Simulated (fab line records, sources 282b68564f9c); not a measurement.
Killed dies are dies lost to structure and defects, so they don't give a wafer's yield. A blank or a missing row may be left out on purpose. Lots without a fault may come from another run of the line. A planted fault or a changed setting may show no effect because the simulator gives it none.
A struck lot beside a sound one | flow rit_cmos | 43 steps out of a route of 202
Sound: wafers L303.1, L303.3, L303.4. Struck: wafers L318.2, L318.4, L318.6. The cause comes at the end.
At each step with rows: each side's tool, then ch and its chambers, then its first start. Under that, the readings that differ: sound wafers | struck wafers | difference of the means | sigmas: that difference in standard deviations of wafers without a fault.
alike: readings whose means differ by less than 2 such deviations, and words and numbers that are the same on both sides. not compared: withheld readings, readings that some wafer has no value for, bounds like >300 that may hide the same value, and numbers for which the record gives no deviation and whose values overlap.
The two part at a step that has a row with sigmas, a row that says differs or no value, or rows on one side only. Numbers that don't overlap but have no deviation are shown without sigmas and don't part them. A reading that every wafer of one side lacks parts them only if that side has two wafers or more.

first, 1 step without rows for these wafers: RIT_ACTIVE_DEVELOP_10 (develop time 47.85 s).
RIT_ACTIVE_CD_MEAS_11: target cd 1400 nm.
  sound on cd_sem-01, day 2 10:34; struck on cd_sem-02, day 5 13:37
  alike: cd_nm
then, 1 step without rows for these wafers: RIT_ACTIVE_HARDBAKE_12 (time 60 s).
RIT_ACTIVE_ETCH_13: etches Si3N4 in SF6, stops on SiO2, time 210 s, target depth 210 nm.
  sound on rie_diel-02 ch 0,1,3, day 2 10:50; struck on rie_diel-02 ch 0,1,3, day 5 13:52
  alike: drypump_motor_current_A, oes_product_au, throttle_valve_pct
  not compared: rf_hours_counter_h
RIT_ACTIVE_STRIP_14: strips in O2, time 180 s.
  sound on plasma_asher-01 ch 0,1, day 2 10:58; struck on plasma_asher-02 ch 0,1, day 5 13:59
  alike: drypump_motor_current_A
  not compared: rf_hours_counter_h
RIT_ACTIVE_CD_MEAS_90: target cd 1400 nm.
  sound on cd_sem-02, day 2 11:08; struck on cd_sem-02, day 5 14:11
  alike: cd_nm
then, 4 steps without rows for these wafers: RIT_ACTIVE_CLEAN_15 (cleans in SC1, time 600 s); RIT_ACTIVE_CLEAN_16 (cleans in dHF, time 30 s); RIT_ACTIVE_CLEAN_17 (cleans in SC2, time 600 s); RIT_FOX1_OXIDATION_00 (target thk 350.7 nm, ox time 1130 s).
RIT_FOX1_THK_MEAS_01:
  sound on film_metro-04, day 2 13:07; struck on film_metro-01, day 5 17:15
  alike: FOX1_OXIDE_THK
then, 1 step without rows for these wafers: RIT_FOX1_WET_ETCH_02 (etches SiO2 in BOE, target depth 350 nm, time 390 s).
RIT_FOX2_OXIDATION_00: target thk 350.7 nm, ox time 1130 s.
  sound on furnace-02 ch 0, day 2 13:18; struck on furnace-02 ch 0, day 5 18:18
  alike: spike_tc_source_C
RIT_FOX2_THK_MEAS_01:
  sound on film_metro-01, day 2 14:37; struck on film_metro-01, day 5 19:37
  alike: FOX2_OXIDE_THK
then, 2 steps without rows for these wafers: RIT_FOX2_CLEAN_02 (cleans in dHF, time 180 s); RIT_FOX2_WET_ETCH_03 (etches Si3N4 in H3PO4, target depth 195 nm, time 2700 s).
RIT_FOX2_THK_MEAS_90:
  sound on film_metro-01, day 2 15:33; struck on film_metro-04, day 5 20:30
  alike: FIELD_OXIDE_LEFT_1_THK
then, 6 steps without rows for these wafers: RIT_NWELL_HMDS_00 (prime time 60 s); RIT_NWELL_COAT_01 (resist thk 1300 nm); RIT_NWELL_SOFTBAKE_02 (time 60 s); RIT_NWELL_EXPOSE_03 (exposes mask M2, target cd 43900 nm); RIT_NWELL_PEB_04; RIT_NWELL_DEVELOP_05 (develop time 68 s).
RIT_NWELL_OVL_MEAS_06:
  sound on overlay-01, day 2 16:37; struck on overlay-01, day 5 21:34
  alike: NWELL_OVL
then, 2 steps without rows for these wafers: RIT_NWELL_HARDBAKE_07 (time 120 s); RIT_NWELL_IMPLANT_08.
RIT_NWELL_STRIP_09: strips in O2, time 180 s.
  sound on plasma_asher-03 ch 0,1, day 2 17:03; struck on plasma_asher-04 ch 0,1, day 5 21:59
  alike: drypump_motor_current_A
  not compared: rf_hours_counter_h
RIT_NWELL_TW_MEAS_10:
  sound on film_metro-03, day 2 17:13; struck on film_metro-01, day 5 22:10
  alike: NWELL_TW
then, 6 steps without rows for these wafers: RIT_PWELL_HMDS_00 (prime time 60 s); RIT_PWELL_COAT_01 (resist thk 1300 nm); RIT_PWELL_SOFTBAKE_02 (time 60 s); RIT_PWELL_EXPOSE_03 (exposes mask M3, target cd 43700 nm); RIT_PWELL_PEB_04; RIT_PWELL_DEVELOP_05 (develop time 68 s).
RIT_PWELL_OVL_MEAS_06:
  sound on overlay-01, day 2 18:18; struck on overlay-01, day 5 23:13
  alike: PWELL_OVL
then, 2 steps without rows for these wafers: RIT_PWELL_HARDBAKE_07 (time 120 s); RIT_PWELL_IMPLANT_08.
RIT_PWELL_STRIP_09: strips in O2, time 180 s.
  sound on plasma_asher-03 ch 0,1, day 2 18:53; struck on plasma_asher-04 ch 0,1, day 5 23:38
  alike: drypump_motor_current_A
  not compared: rf_hours_counter_h
RIT_PWELL_TW_MEAS_10:
  sound on film_metro-01, day 2 19:04; struck on film_metro-01, day 5 23:50
  alike: PWELL_TW
then, 1 step without rows for these wafers: RIT_WELLDRIVE_ANNEAL_00 (time 14700 s).
RIT_WELLDRIVE_RS_MEAS_01: measures by four-point-probe.
  sound on film_metro-03, day 3 00:13; struck on film_metro-01, day 6 04:59
  alike: NWELL_RS
RIT_WELLDRIVE_RS_MEAS_02: measures by four-point-probe.
  sound on film_metro-03, day 3 00:20; struck on film_metro-01, day 6 05:06
  alike: PWELL_RS
RIT_M1_PROBE_99:
  sound on prober-02, day 4 05:58; struck on prober-01, day 7 10:43
  reading             | sound   | struck                                                                     | difference                   | sigmas
  hold                | - - -   | await_dispo/8.5h/release await_dispo/8.5h/release await_dispo/8.5h/release | no value on the sound wafers |
  killed_at_front_end | 7 12 13 | 123 138 134                                                                | +121                         | +39
  killed_dies         | 7 12 13 | 123 138 134                                                                | +121                         | +39
  killed_on_rim       | 2 4 2   | 35 36 38                                                                   | +34                          | +22
  alike: killed_at_M0_to_M3, killed_open, killed_short

WHERE THEY PART
Only at RIT_M1_PROBE_99, within this record.

WHY: what the simulator had put in
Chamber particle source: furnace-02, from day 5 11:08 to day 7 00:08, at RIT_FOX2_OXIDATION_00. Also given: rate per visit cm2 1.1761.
